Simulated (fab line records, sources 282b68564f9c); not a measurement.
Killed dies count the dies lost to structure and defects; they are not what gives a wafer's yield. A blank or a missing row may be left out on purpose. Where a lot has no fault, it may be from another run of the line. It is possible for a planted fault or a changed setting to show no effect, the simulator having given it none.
Which tool is to blame? -- flow ritCmos -- 7 lots, 21 wafers sampled, at 2 steps of a route of 202

== WHAT THE GAUGES SHOWED, per wafer ==
RIT_NLDD_TW_MEAS_10.
lot,measured,on,NLDD_TW
L706,day 2 22:22,filmMetro-01,2465 2477 2472
L708,day 3 09:30,filmMetro-01,2437 2453 2463
L714,day 4 15:11,filmMetro-03,2463 2473 2477
L716,day 5 00:22,filmMetro-03,2460 2463 2459
L718,day 5 11:11,filmMetro-02,2462 2457 2464
L721,day 6 02:10,filmMetro-02,2415 2414 2396
L728,day 7 15:42,filmMetro-01,2457 2460 2457

== EACH LOT AND THE TOOL THAT RAN IT (in order: tool; ch and the chambers of the sampled wafers; start) ==
lot,RIT_NLDD_IMPLANT_08
L706,"implanter-04 ch 0, day 2 22:05"
L708,"implanter-04 ch 0, day 3 09:11"
L714,"implanter-03 ch 0, day 4 14:52"
L716,"implanter-04 ch 0, day 5 00:02"
L718,"implanter-02 ch 0, day 5 10:53"
L721,"implanter-04 ch 0, day 6 01:52"
L728,"implanter-03 ch 0, day 7 15:23"
- RIT_NLDD_IMPLANT_08

== THE ANSWER, worked out from the rows above alone ==
Rule: usual is defined by the lots themselves. Put in order of their means at a reading, lots are off if they are a third of the lots or fewer, leave a main group of 4 or more, and stand apart from it by a gap of 3 or more times the standard deviation of the main group's means; of several such gaps the widest counts. If all means in a main group match to the digits the tables above print for the reading, that group is not used. A lot without any number at a reading at which 4 lots or more have one is off too. All remaining lots with rows at the step are treated as sound.
Off: L721, at RIT_NLDD_TW_MEAS_10 (NLDD_TW). Mean 2462 and standard deviation 7.2 in the main group.
If a tool, at a process step before that reading, ran all the lots that are off and no sound lot after the first of them, it fits. Gauges at RIT_NLDD_TW_MEAS_10: tried the same way as those tools. Can't be told from this: 2 tools fit, implanter-04 at RIT_NLDD_IMPLANT_08, filmMetro-02 at RIT_NLDD_TW_MEAS_10.

== WHAT THE SIMULATOR HAD PUT IN ==
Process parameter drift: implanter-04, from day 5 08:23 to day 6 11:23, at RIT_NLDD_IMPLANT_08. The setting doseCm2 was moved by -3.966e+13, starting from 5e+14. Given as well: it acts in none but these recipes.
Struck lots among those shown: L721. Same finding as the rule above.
